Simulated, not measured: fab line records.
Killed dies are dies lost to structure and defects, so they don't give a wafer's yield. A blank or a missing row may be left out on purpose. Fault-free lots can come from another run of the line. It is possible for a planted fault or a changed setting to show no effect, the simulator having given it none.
fab line records + flow ritCmos
record:
- lots: 6
- wafers: 18
- lastDay: 7
route steps=202 shown PSD@144 SDANNEAL@153 NSD@158 PLDD@159 NLDD@160 M1@202
lots with no fault: from the same line, run without faults
startH: hours from the record's first day to the start of the lot's first wafer shown + waitH: hours elapsed since this lot's preceding step + " as in the row above + L1.1+2: one row covering several wafers at once + - either no value or no given start + * or withheld: withheld + < > ~ a bound
route shown NAME@n: NAME is a module with steps in the file, n the number in the route of the first one + usual: mean/standard deviation of fault-free wafers + same: alike in all rows + chamber/n: place in a boat + sites: per-site readings + _std_site: standard deviation across them + _edge_site: the outer-site mean with the inner-site mean subtracted + radiusMm: for every site, how far away it sits from the centre of the wafer + mask NAME#n: copy n + behind: the most recent tool/chamber to have shaped the wafer + hold: why the lot went on hold/how many hours it stayed there/how the hold came to an end + device: whichever transistor did not switch (one of n, p or np) + end of line: at the end of the route, the tests of the same wafers + for a step that has no rows: nothing shown but its recipe + killed: at the first sort, the dies lost to defects and structure; wafer yield is something else + map: a wafer's dies, marking killed ones x, the rest . and places with no die _
set.NAME: the run value of the setting; set.NAME@STEP: its run value at that earlier step + model.NAME: the simulator's own value behind a step, which no gauge read
lots at selected steps of the route; one table per step, one row per wafer
services: from which hour (startH, from the record's first day; less than 0 if before it) a tool's chamber was out of use, for how many hours, and why
== steps ==
step: RIT_PSD_SOFTBAKE_02
recipe:
- resist: NOVOLAK
- tempC: 90
- timeS: 60
step: RIT_PSD_EXPOSE_03
recipe:
- maskId: M10
- na: 0.57
- targetCdNm: 40900
- doseMj: 250
step: RIT_PSD_PEB_04
recipe:
- resist: NOVOLAK
- tempC: withheld
- timeS: withheld
step: RIT_PSD_DEVELOP_05
recipe:
- resist: NOVOLAK
- developTimeS: 50
- devTempC: 23
step: RIT_PSD_OVL_MEAS_06
usual:
- PSD_OVL: 0.5/1.5
| lot.wafer | tool       | chamber | startH | waitH | PSD_OVL[nm] |
|-----------|------------|---------|--------|-------|-------------|
| L417.2    | overlay-02 | -       | 55.06  | -     | 2.6         |
| L417.5    | "          | -       | "      | "     | 1.7         |
| L417.6    | "          | -       | "      | "     | 2.5         |
| L427.2    | overlay-01 | -       | 108.79 | -     | 3.7         |
| L427.4    | "          | -       | "      | "     | 0.2         |
| L427.6    | "          | -       | "      | "     | 1.5         |
| L429.1    | overlay-02 | -       | 117.30 | -     | 0.3         |
| L429.2    | "          | -       | "      | "     | -0.3        |
| L429.6    | "          | -       | "      | "     | 1.1         |
| L434.1    | overlay-01 | -       | 141.02 | -     | 1.4         |
| L434.3    | "          | -       | "      | "     | 0.8         |
| L434.5    | "          | -       | "      | "     | 1.8         |
| L436.2    | overlay-02 | -       | 154.09 | -     | 0.2         |
| L436.3    | "          | -       | "      | "     | 1.3         |
| L436.4    | "          | -       | "      | "     | 0.2         |
| L438.1    | overlay-01 | -       | 161.02 | -     | 2.6         |
| L438.3    | "          | -       | "      | "     | 2.7         |
| L438.6    | "          | -       | "      | "     | 2.3         |
step: RIT_PSD_HARDBAKE_07
recipe:
- resist: NOVOLAK
- tempC: 140
- timeS: 60
step: RIT_PSD_IMPLANT_08
recipe:
- species: BF2
- energyKev: 27
- doseCm2: 4.93e+15
- tiltDeg: 7
step: RIT_PSD_STRIP_09
recipe:
- chemistry: O2
- timeS: 180
- resist: NOVOLAK
- platenTempC: withheld
- powerW: 500
- pressureMtorr: 4000
- o2FlowSccm: 4000
usual:
- drypumpMotorCurrentA: 5.3/0.4
| lot.wafer | tool           | chamber | startH | waitH | drypumpMotorCurrentA | rfHoursCounterH |
|-----------|----------------|---------|--------|-------|----------------------|-----------------|
| L417.2    | plasmaAsher-04 | 0       | 55.39  | 0.1   | 5.6                  | 22              |
| L417.5    | "              | 1       | "      | "     | 5.5                  | -               |
| L417.6    | "              | 0       | "      | "     | 5.6                  | -               |
| L427.2    | plasmaAsher-03 | 0       | 109.12 | 0.1   | 4.9                  | 49              |
| L427.4    | "              | 1       | "      | "     | 5.9                  | -               |
| L427.6    | "              | 1       | "      | "     | 6.0                  | -               |
| L429.1    | plasmaAsher-01 | 1       | 117.63 | 0.1   | 4.8                  | 51              |
| L429.2    | "              | 0       | "      | "     | 5.4                  | 51              |
| L429.6    | "              | 1       | "      | "     | 4.8                  | -               |
| L434.1    | plasmaAsher-04 | 0       | 141.38 | 0.1   | 5.6                  | 30              |
| L434.3    | "              | 1       | "      | "     | 5.6                  | -               |
| L434.5    | "              | 1       | "      | "     | 5.5                  | -               |
| L436.2    | plasmaAsher-03 | 1       | 154.42 | 0.1   | 5.9                  | 54              |
| L436.3    | "              | 1       | "      | "     | 5.9                  | -               |
| L436.4    | "              | 0       | "      | "     | 5.0                  | -               |
| L438.1    | plasmaAsher-03 | 1       | 161.36 | 0.1   | 6.0                  | 54              |
| L438.3    | "              | 0       | "      | "     | 4.9                  | -               |
| L438.6    | "              | 1       | "      | "     | 5.9                  | -               |
step: RIT_PSD_TW_MEAS_10
usual:
- PSD_TW: 3437/24
| lot.wafer | tool         | chamber | startH | waitH | PSD_TW |
|-----------|--------------|---------|--------|-------|--------|
| L417.2    | filmMetro-04 | -       | 55.57  | 0.1   | 3460   |
| L417.5    | "            | -       | "      | "     | 3450   |
| L417.6    | "            | -       | "      | "     | 3450   |
| L427.2    | filmMetro-03 | -       | 109.31 | 0.1   | 3453   |
| L427.4    | "            | -       | "      | "     | 3461   |
| L427.6    | "            | -       | "      | "     | 3449   |
| L429.1    | filmMetro-04 | -       | 117.81 | 0.1   | 3437   |
| L429.2    | "            | -       | "      | "     | 3414   |
| L429.6    | "            | -       | "      | "     | 3451   |
| L434.1    | filmMetro-03 | -       | 141.55 | 0.1   | 3457   |
| L434.3    | "            | -       | "      | "     | 3453   |
| L434.5    | "            | -       | "      | "     | 3458   |
| L436.2    | filmMetro-03 | -       | 154.63 | 0.2   | 3446   |
| L436.3    | "            | -       | "      | "     | 3436   |
| L436.4    | "            | -       | "      | "     | 3433   |
| L438.1    | filmMetro-02 | -       | 161.53 | 0.1   | 3403   |
| L438.3    | "            | -       | "      | "     | 3409   |
| L438.6    | "            | -       | "      | "     | 3407   |
step: RIT_SDANNEAL_CLEAN_00
recipe:
- chemistry: SC1
- mix: 3:3:50
- timeS: 600
- tempC: 75
step: RIT_SDANNEAL_CLEAN_01
recipe:
- chemistry: dHF
- dilution: 50:1
- timeS: 29.45
step: RIT_SDANNEAL_CLEAN_02
recipe:
- chemistry: SC2
- mix: 3:3:50
- timeS: 600
- tempC: 75
- dry: n2Spin
step: RIT_SDANNEAL_RTA_03
recipe:
- tempC: 1050
- timeS: 5
- idleTempC: 600
- rampUpCPerS: 342
- rampDownCPerS: 171
- coolToC: 600
- ambient: N2
usual:
- rampDownCPerS: 171.00/0.03
- wafer_temp_C_max: 1053.5/1.2
| lot.wafer | tool         | chamber | startH | waitH | rampDownCPerS | wafer_temp_C_max |
|-----------|--------------|---------|--------|-------|---------------|------------------|
| L417.2    | rtpAnneal-02 | 0       | 56.03  | 0.0   | 170.95        | 1054.7           |
| L417.5    | "            | 0       | "      | "     | 171.02        | 1055.2           |
| L417.6    | "            | 0       | "      | "     | 170.96        | 1053.7           |
| L427.2    | rtpAnneal-02 | 0       | 109.75 | 0.0   | 170.99        | 1010.6           |
| L427.4    | "            | 0       | "      | "     | 170.96        | 1014.0           |
| L427.6    | "            | 0       | "      | "     | 171.01        | 1013.2           |
| L429.1    | rtpAnneal-02 | 0       | 118.23 | 0.0   | 171.04        | 1012.5           |
| L429.2    | "            | 0       | "      | "     | 171.02        | 1012.5           |
| L429.6    | "            | 0       | "      | "     | 171.02        | 1013.2           |
| L434.1    | rtpAnneal-01 | 0       | 142.01 | 0.0   | 170.94        | 1054.1           |
| L434.3    | "            | 0       | "      | "     | 170.99        | 1054.0           |
| L434.5    | "            | 0       | "      | "     | 170.98        | 1053.1           |
| L436.2    | rtpAnneal-01 | 0       | 155.28 | 0.0   | 170.98        | 1055.6           |
| L436.3    | "            | 0       | "      | "     | 171.06        | 1052.4           |
| L436.4    | "            | 0       | "      | "     | 170.99        | 1051.0           |
| L438.1    | rtpAnneal-01 | 0       | 161.99 | 0.0   | 171.02        | 1054.3           |
| L438.3    | "            | 0       | "      | "     | 171.03        | 1053.6           |
| L438.6    | "            | 0       | "      | "     | 171.02        | 1052.0           |
step: RIT_SDANNEAL_RS_MEAS_04
recipe:
- thkMeasGauge: four-point-probe
usual:
- PSD_RS: 116.1/0.3
| lot.wafer | tool         | chamber | startH | waitH | PSD_RS[ohm/sq] |
|-----------|--------------|---------|--------|-------|----------------|
| L417.2    | filmMetro-03 | -       | 56.10  | 0.1   | 116.5          |
| L417.5    | "            | -       | "      | "     | 116.4          |
| L417.6    | "            | -       | "      | "     | 116.3          |
| L427.2    | filmMetro-02 | -       | 109.82 | 0.1   | 144.3          |
| L427.4    | "            | -       | "      | "     | 144.4          |
| L427.6    | "            | -       | "      | "     | 144.6          |
| L429.1    | filmMetro-03 | -       | 118.29 | 0.0   | 145.1          |
| L429.2    | "            | -       | "      | "     | 144.7          |
| L429.6    | "            | -       | "      | "     | 144.7          |
| L434.1    | filmMetro-04 | -       | 142.07 | 0.0   | 115.8          |
| L434.3    | "            | -       | "      | "     | 115.7          |
| L434.5    | "            | -       | "      | "     | 115.8          |
| L436.2    | filmMetro-03 | -       | 155.35 | 0.1   | 116.3          |
| L436.3    | "            | -       | "      | "     | 116.3          |
| L436.4    | "            | -       | "      | "     | 116.6          |
| L438.1    | filmMetro-03 | -       | 162.05 | 0.0   | 116.0          |
| L438.3    | "            | -       | "      | "     | 116.5          |
| L438.6    | "            | -       | "      | "     | 116.0          |
step: RIT_SDANNEAL_RS_MEAS_05
recipe:
- thkMeasGauge: four-point-probe
usual:
- NSD_RS: 84.5/0.33
| lot.wafer | tool         | chamber | startH | waitH | NSD_RS[ohm/sq] |
|-----------|--------------|---------|--------|-------|----------------|
| L417.2    | filmMetro-03 | -       | 56.22  | 0.1   | 84.7           |
| L417.5    | "            | -       | "      | "     | 84.8           |
| L417.6    | "            | -       | "      | "     | 85.1           |
| L427.2    | filmMetro-02 | -       | 109.94 | 0.1   | 85.5           |
| L427.4    | "            | -       | "      | "     | 85.3           |
| L427.6    | "            | -       | "      | "     | 85.4           |
| L429.1    | filmMetro-03 | -       | 118.41 | 0.1   | 86.0           |
| L429.2    | "            | -       | "      | "     | 85.8           |
| L429.6    | "            | -       | "      | "     | 86.1           |
| L434.1    | filmMetro-04 | -       | 142.19 | 0.1   | 84.6           |
| L434.3    | "            | -       | "      | "     | 84.3           |
| L434.5    | "            | -       | "      | "     | 84.6           |
| L436.2    | filmMetro-03 | -       | 155.47 | 0.1   | 84.8           |
| L436.3    | "            | -       | "      | "     | 84.6           |
| L436.4    | "            | -       | "      | "     | 84.8           |
| L438.1    | filmMetro-03 | -       | 162.17 | 0.1   | 85.2           |
| L438.3    | "            | -       | "      | "     | 84.9           |
| L438.6    | "            | -       | "      | "     | 85.2           |
step: RIT_SDANNEAL_RS_MEAS_06
recipe:
- thkMeasGauge: four-point-probe
usual:
- PLDD_RS: 178.7/0.54
| lot.wafer | tool         | chamber | startH | waitH | PLDD_RS[ohm/sq] |
|-----------|--------------|---------|--------|-------|-----------------|
| L417.2    | filmMetro-03 | -       | 56.34  | 0.1   | 178.7           |
| L417.5    | "            | -       | "      | "     | 179.1           |
| L417.6    | "            | -       | "      | "     | 179.3           |
| L427.2    | filmMetro-02 | -       | 110.06 | 0.1   | 213.7           |
| L427.4    | "            | -       | "      | "     | 214.4           |
| L427.6    | "            | -       | "      | "     | 214.6           |
| L429.1    | filmMetro-03 | -       | 118.53 | 0.1   | 215.3           |
| L429.2    | "            | -       | "      | "     | 214.9           |
| L429.6    | "            | -       | "      | "     | 215.0           |
| L434.1    | filmMetro-04 | -       | 142.31 | 0.1   | 178.2           |
| L434.3    | "            | -       | "      | "     | 178.6           |
| L434.5    | "            | -       | "      | "     | 177.7           |
| L436.2    | filmMetro-03 | -       | 155.59 | 0.1   | 179.6           |
| L436.3    | "            | -       | "      | "     | 179.8           |
| L436.4    | "            | -       | "      | "     | 179.0           |
| L438.1    | filmMetro-03 | -       | 162.29 | 0.1   | 179.2           |
| L438.3    | "            | -       | "      | "     | 178.9           |
| L438.6    | "            | -       | "      | "     | 178.7           |
step: RIT_SDANNEAL_RS_MEAS_07
recipe:
- thkMeasGauge: four-point-probe
usual:
- NLDD_RS: 151.6/0.58
| lot.wafer | tool         | chamber | startH | waitH | NLDD_RS[ohm/sq] |
|-----------|--------------|---------|--------|-------|-----------------|
| L417.2    | filmMetro-03 | -       | 56.46  | 0.1   | 151.8           |
| L417.5    | "            | -       | "      | "     | 151.9           |
| L417.6    | "            | -       | "      | "     | 151.8           |
| L427.2    | filmMetro-02 | -       | 110.18 | 0.1   | 152.3           |
| L427.4    | "            | -       | "      | "     | 153.2           |
| L427.6    | "            | -       | "      | "     | 153.1           |
| L429.1    | filmMetro-03 | -       | 118.65 | 0.1   | 152.6           |
| L429.2    | "            | -       | "      | "     | 152.6           |
| L429.6    | "            | -       | "      | "     | 152.4           |
| L434.1    | filmMetro-04 | -       | 142.43 | 0.1   | 150.8           |
| L434.3    | "            | -       | "      | "     | 150.7           |
| L434.5    | "            | -       | "      | "     | 151.3           |
| L436.2    | filmMetro-03 | -       | 155.71 | 0.1   | 152.6           |
| L436.3    | "            | -       | "      | "     | 152.2           |
| L436.4    | "            | -       | "      | "     | 152.2           |
| L438.1    | filmMetro-03 | -       | 162.41 | 0.1   | 151.6           |
| L438.3    | "            | -       | "      | "     | 151.7           |
| L438.6    | "            | -       | "      | "     | 152.3           |
step: RIT_M1_PROBE_99
usual:
- killedAtContacts: 0.0/0.2
- killedAtFrontEnd: 6.6/2.9
- killedDies: 6.6/3
- killedOpen: 3.4/2
- killedShort: 3.2/2
same:
- grossDies: 264
- killed_at_M0_to_M3: 0
- killed_at_M4_up: 0
- killedAtBackSide: 0
- killedAtOther: 0
| lot.wafer | tool      | chamber | startH | waitH | killedAtContacts | killedAtFrontEnd | killedDies | killedOpen | killedShort | model.etest.pmosTurned.rOnOhmUm | model.etest.pmos_0p3.rOnOhmUm | model.etest.pmos_0p15.rOnOhmUm | model.etest.pldd.rsOhmSq | model.etest.nmos_0p3.rOnOhmUm | model.etest.pmosTurned.driveUaUm | model.etest.pmos_0p15.driveUaUm | model.etest.nmosTurned.driveUaUm |
|-----------|-----------|---------|--------|-------|------------------|------------------|------------|------------|-------------|---------------------------------|-------------------------------|--------------------------------|--------------------------|-------------------------------|----------------------------------|---------------------------------|----------------------------------|
| L417.2    | prober-02 | -       | 63.62  | 0.1   | 0                | 6                | 6          | 3          | 3           | 3238                            | 6050                          | 2629                           | 455.5                    | 2145                          | 207.8                            | 276.9                           | 332.8                            |
| L417.5    | prober-02 | -       | 63.77  | 0.2   | 0                | 4                | 4          | 2          | 2           | 3180                            | 5919                          | 2610                           | 460.3                    | 2113                          | 211.6                            | 276.3                           | 340.3                            |
| L417.6    | prober-02 | -       | 63.82  | 0.2   | 0                | 7                | 7          | 4          | 3           | 3259                            | 5962                          | 2659                           | 449.3                    | 2148                          | 206.1                            | 273.2                           | 326.7                            |
| L427.2    | prober-01 | -       | 117.70 | 0.1   | 0                | 2                | 2          | 1          | 1           | 4309                            | 6785                          | 3220                           | 594.2                    | 2139                          | 134.3                            | 218.5                           | 311                              |
| L427.4    | prober-01 | -       | 117.80 | 0.2   | 1                | 6                | 7          | 5          | 2           | 4448                            | 6750                          | 3238                           | 636.5                    | 2137                          | 129.1                            | 218.5                           | 299                              |
| L427.6    | prober-01 | -       | 117.90 | 0.2   | 0                | 6                | 6          | 5          | 1           | 4354                            | 6813                          | 3230                           | 600.2                    | 2124                          | 132.4                            | 219                             | 304.7                            |
| L429.1    | prober-01 | -       | 125.95 | 0.1   | 0                | 5                | 5          | 2          | 3           | 4278                            | 6646                          | 3230                           | 606.1                    | 2196                          | 139.6                            | 226.4                           | 289.9                            |
| L429.2    | prober-01 | -       | 126.00 | 0.1   | 0                | 4                | 4          | 3          | 1           | 4048                            | 6483                          | 3058                           | 590.1                    | 2120                          | 145.6                            | 241.3                           | 298.8                            |
| L429.6    | prober-01 | -       | 126.20 | 0.2   | 0                | 3                | 3          | 2          | 1           | 4209                            | 6598                          | 3170                           | 601.6                    | 2143                          | 140.2                            | 228.3                           | 290.8                            |
| L434.1    | prober-02 | -       | 149.66 | 0.1   | 0                | 5                | 5          | 5          | 0           | 3384                            | 5992                          | 2699                           | 536.8                    | 2086                          | 196.8                            | 272.4                           | 329.3                            |
| L434.3    | prober-02 | -       | 149.76 | 0.2   | 0                | 8                | 8          | 6          | 2           | 3315                            | 5947                          | 2648                           | 534.6                    | 2068                          | 199.3                            | 277                             | 337.9                            |
| L434.5    | prober-02 | -       | 149.86 | 0.2   | 0                | 3                | 3          | 2          | 1           | 3389                            | 6076                          | 2702                           | 525                      | 2081                          | 194.7                            | 264.8                           | 332                              |
| L436.2    | prober-02 | -       | 163.04 | 0.1   | 0                | 6                | 6          | 4          | 2           | 3220                            | 5853                          | 2584                           | 500.6                    | 2051                          | 207                              | 282                             | 340.2                            |
| L436.3    | prober-02 | -       | 163.09 | 0.2   | 0                | 8                | 8          | 5          | 3           | 3407                            | 6048                          | 2752                           | 522.8                    | 2105                          | 191.8                            | 262                             | 317.6                            |
| L436.4    | prober-02 | -       | 163.14 | 0.2   | 0                | 4                | 4          | 1          | 3           | 3257                            | 5846                          | 2644                           | 505.9                    | 2076                          | 203.4                            | 280.5                           | 328.4                            |
| L438.1    | prober-02 | -       | 169.31 | 0.1   | 0                | 6                | 6          | 1          | 5           | 3143                            | 5878                          | 2576                           | 439.7                    | 2080                          | 215.9                            | 279.3                           | 346.4                            |
| L438.3    | prober-02 | -       | 169.41 | 0.2   | 0                | 9                | 9          | 2          | 7           | 3095                            | 5805                          | 2528                           | 436.9                    | 2040                          | 221.7                            | 287.8                           | 354.4                            |
| L438.6    | prober-02 | -       | 169.56 | 0.2   | 0                | 8                | 8          | 3          | 5           | 3187                            | 5908                          | 2581                           | 435.9                    | 2076                          | 212.9                            | 277.6                           | 346                              |
killed by level:class
L417.2 FOX1:geometricParticle:open=1 GATE:geometricParticle:short=1 SPACER:geometricParticle:open=1 SPACER:geometricParticle:short=1 SILICIDE:geometricParticle:open=1 SILICIDE:geometricParticle:short=1
L417.5 FOX1:geometricParticle:open=2 GATE:geometricParticle:short=2
L417.6 FOX1:geometricParticle:open=2 GATE:geometricParticle:short=2 FOX1:geometricParticle:short=1 FOX2:geometricParticle:open=1 SPACER:geometricParticle:open=1
L427.2 FOX2:geometricParticle:open=1 REOX:geometricParticle:short=1
L427.4 REOX:geometricParticle:open=2 FOX1:geometricParticle:short=1 SPACER:geometricParticle:open=1 SILICIDE:geometricParticle:short=1 SILICIDE:geometricParticle:open=1 CONTACT:geometricParticle:open=1
L427.6 GATE:geometricParticle:open=2 SILICIDE:geometricParticle:open=2 ACTIVE:geometricParticle:open=1 GATE:geometricParticle:short=1
L429.1 GATE:geometricParticle:short=3 GATE:geometricParticle:open=1 SILICIDE:geometricParticle:open=1
L429.2 REOX:geometricParticle:open=2 SPACER:geometricParticle:short=1 SPACER:geometricParticle:open=1
L429.6 SPACER:geometricParticle:open=2 FOX1:geometricParticle:short=1
L434.1 GATE:geometricParticle:open=4 FOX2:geometricParticle:open=1
L434.3 GATE:geometricParticle:open=4 GATE:geometricParticle:short=2 FOX2:geometricParticle:open=1 SILICIDE:geometricParticle:open=1
L434.5 GATE:geometricParticle:short=1 SPACER:geometricParticle:open=1 SILICIDE:geometricParticle:open=1
L436.2 GATE:geometricParticle:short=2 GATE:geometricParticle:open=1 REOX:geometricParticle:open=1 SPACER:geometricParticle:open=1 SILICIDE:geometricParticle:open=1
L436.3 GATE:geometricParticle:open=3 REOX:geometricParticle:open=2 FOX1:geometricParticle:short=1 GATE:geometricParticle:short=1 REOX:geometricParticle:short=1
L436.4 GATE:geometricParticle:short=1 REOX:geometricParticle:short=1 SPACER:geometricParticle:open=1 SPACER:geometricParticle:short=1
L438.1 GATE:geometricParticle:short=2 FOX2:geometricParticle:short=1 GATE:geometricParticle:open=1 SPACER:geometricParticle:short=1 SILICIDE:geometricParticle:short=1
L438.3 GATE:geometricParticle:short=2 ACTIVE:geometricParticle:short=1 FOX2:geometricParticle:open=1 FOX2:geometricParticle:short=1 GATE:geometricParticle:open=1 REOX:geometricParticle:short=1 SPACER:geometricParticle:short=1 SILICIDE:geometricParticle:short=1
L438.6 GATE:geometricParticle:short=3 FOX1:geometricParticle:short=1 FOX1:geometricParticle:open=1 REOX:geometricParticle:open=1 SPACER:geometricParticle:open=1 SILICIDE:geometricParticle:short=1
== services ==
| tool           | chamber | startH | hours | kind   |
|----------------|---------|--------|-------|--------|
| plasmaAsher-04 | -       | 33.20  | 1.2   | repair |
| plasmaAsher-03 | -       | 68.20  | 8.0   | repair |
| plasmaAsher-04 | -       | 69.16  | 10.0  | pm     |
| plasmaAsher-01 | -       | 90.33  | 1.3   | repair |
| plasmaAsher-04 | -       | 95.39  | 2.0   | repair |
== key ==
firstSign:
- step: RIT_SDANNEAL_RTA_03
- reading: wafer_temp_C_max
- direction: down
- sigmas: 34
- usual: *
- struck: *
effect:
- step: RIT_SDANNEAL_RS_MEAS_04
- reading: PSD_RS
- direction: up
- sigmas: 94
- usual: 116.1
- struck: 144.6
effect:
- step: RIT_SDANNEAL_RS_MEAS_05
- reading: NSD_RS
- direction: up
- sigmas: 3.5
- usual: 84.5
- struck: 85.7
effect:
- step: RIT_SDANNEAL_RS_MEAS_06
- reading: PLDD_RS
- direction: up
- sigmas: 67
- usual: 178.7
- struck: 214.6
effect:
- step: RIT_SDANNEAL_RS_MEAS_07
- reading: NLDD_RS
- direction: up
- sigmas: 1.9
- usual: 151.6
- struck: 152.7
modelEffect:
- step: RIT_M1_PROBE_99
- value: etest.pmosTurned.rOnOhmUm
- without: 3292
- struck: 4274
metAt RIT_SDANNEAL_RTA_03
struckWafers L427.2,L427.4,L427.6,L429.1,L429.2,L429.6
testerLeftOut L427,L429
onsetBetween 56.03 109.75
fault:
- kind: processParameterDrift
- tool: rtpAnneal-02
- chamber: -
- onsetH: 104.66
- steps: RIT_SDANNEAL_RTA_03
- channel: tempC
- offset: *
- shape: step
- endH: 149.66
- actsIn: *
- stated: *
testerLeftOut: of these lots the tester's yield and bins aren't shown, on N5 and GAA mostly nor the transistor test; their killed dies are dies lost to structure and defects alone, not to doping, threshold or leakage, so they don't give the yield
